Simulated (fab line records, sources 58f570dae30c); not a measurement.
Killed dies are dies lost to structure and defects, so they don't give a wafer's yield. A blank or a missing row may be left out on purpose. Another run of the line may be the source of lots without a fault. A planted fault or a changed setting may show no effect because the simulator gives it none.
The tool behind it: which one?    flow berkeleyCmos170    Sampling: 14 lots, 42 wafers, 2 of 331 route steps

WHAT THE GAUGES READ, wafer by wafer
UCB170_SDANNEAL_RS_MEAS_05: the measuring method here is four-point-probe. Usual: NLDD_RS 615.8 ohm/sq, standard deviation 1.5.
lot   measured      on            NLDD_RS (ohm/sq)   flag
L537  day 7 10:28   filmMetro-03  615.3 616.9 614.9  
L536  day 7 09:55   filmMetro-02  617.7 618.8 617.6  
L539  day 8 05:03   filmMetro-03  614.5 616.4 613.7  
L541  day 8 05:03   filmMetro-02  617.3 616.4 615.4  
L540  day 8 05:10   filmMetro-04  615.6 618.2 617.2  
L538  day 8 05:32   filmMetro-02  619.2 619.2 619.8  
L543  day 8 18:07   filmMetro-04  642.3 643.1 641.6  OFF
L542  day 8 18:28   filmMetro-03  613.5 613.9 615.4  
L547  day 9 16:25   filmMetro-02  614.3 613.6 614.0  
L549  day 10 06:20  filmMetro-04  641.8 643.1 641.7  OFF
L553  day 10 06:10  filmMetro-02  613.2 613.9 614.4  
L554  day 10 08:37  filmMetro-03  615.0 614.6 616.3  
L552  day 10 08:50  filmMetro-02  614.9 616.9 616.7  
L558  day 11 21:11  filmMetro-02  618.0 618.2 616.1  

WHAT TOOL EACH LOT RAN ON (gives the tool, then ch and the chambers of the sampled wafers, and finally the start)
lot   UCB170_NLDD_IMPLANT_09
L537  implanter-01 ch 0, day 6 21:18
L536  implanter-03 ch 0, day 6 21:31
L539  implanter-01 ch 0, day 7 13:25
L541  implanter-03 ch 0, day 7 13:47
L540  implanter-02 ch 0, day 7 14:01
L538  implanter-01 ch 0, day 7 14:23
L543  implanter-01 ch 0, day 8 06:21
L542  implanter-03 ch 0, day 8 06:30
L547  implanter-02 ch 0, day 9 03:40
L549  implanter-01 ch 0, day 9 19:27
L553  implanter-03 ch 0, day 9 21:05
L554  implanter-03 ch 0, day 9 22:29
L552  implanter-02 ch 0, day 9 23:02
L558  implanter-03 ch 0, day 11 10:07
- UCB170_NLDD_IMPLANT_09

WHAT THE TOOLS THEMSELVES READ (means of the sampled wafers that have a number; where no wafer has one, the mark that the record gives instead)
UCB170_NLDD_IMPLANT_09. Usual: doseIonsCm2 5e+13, standard deviation 4.9e+10; faradayCurrentUA 159, standard deviation 3; tiltDeg 7.002 degrees, standard deviation 0.019.
lot   tool          doseIonsCm2  faradayCurrentUA  tiltDeg (degrees)  flag
L537  implanter-01  5e+13        159               6.996              
L536  implanter-03  5e+13        161               7.025              
L539  implanter-01  5e+13        158               7.008              
L541  implanter-03  5e+13        160               6.981              
L540  implanter-02  5e+13        158               7.018              
L538  implanter-01  5e+13        159               6.994              
L543  implanter-01  4e+13        137               6.978              OFF
L542  implanter-03  5e+13        158               7.002              
L547  implanter-02  5e+13        159               6.991              
L549  implanter-01  4e+13        140               7.025              OFF
L553  implanter-03  5e+13        159               7.002              
L554  implanter-03  5e+13        157               6.995              
L552  implanter-02  5e+13        159               6.997              
L558  implanter-03  5e+13        155               7.005              

THE ANSWER, worked out from the rows above alone
Rule: a lot is off if the mean of its wafers that have a number lies more than 3 standard deviations from the usual mean. Also off: a lot with no number at a reading for which 4 or more lots have one. All remaining lots with rows at the step are treated as sound. After the gauges, taken in route order, come the tools' own readings; for these a lot's mean is taken, as printed above. At the first step where some lot is off, the reading lying furthest off is the one used; lots without a number count as furthest.
Off: L543, L549, at UCB170_SDANNEAL_RS_MEAS_05 (NLDD_RS).
A tool fits if, at a process step before that reading, it ran every lot that is off, and no sound lot after the first of them. Not tried: the gauges at UCB170_SDANNEAL_RS_MEAS_05; whatever is off there is also off at UCB170_NLDD_IMPLANT_09, on other tools, and gauge error can't account for it. One fits: UCB170_NLDD_IMPLANT_09 on implanter-01. A fault onset in the window from L538 (day 7 14:23, its last sound lot) to L543 (day 8 06:21, its first lot off) fits.
The tool's own readings at UCB170_NLDD_IMPLANT_09 bear it out: on the lots that are off they differ by more than 5 times the standard deviation of the sound lots' means. doseIonsCm2 reads 4e+13 there against 5e+13 on the sound lots; faradayCurrentUA reads 138 there against 158 on the sound lots.

WHAT THE SIMULATOR HAD PUT IN
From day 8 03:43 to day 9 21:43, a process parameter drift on implanter-01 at UCB170_NLDD_IMPLANT_09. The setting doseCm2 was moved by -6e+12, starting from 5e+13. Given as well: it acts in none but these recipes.
Struck lots among those shown: L543, L549. The same result came from the rule above.
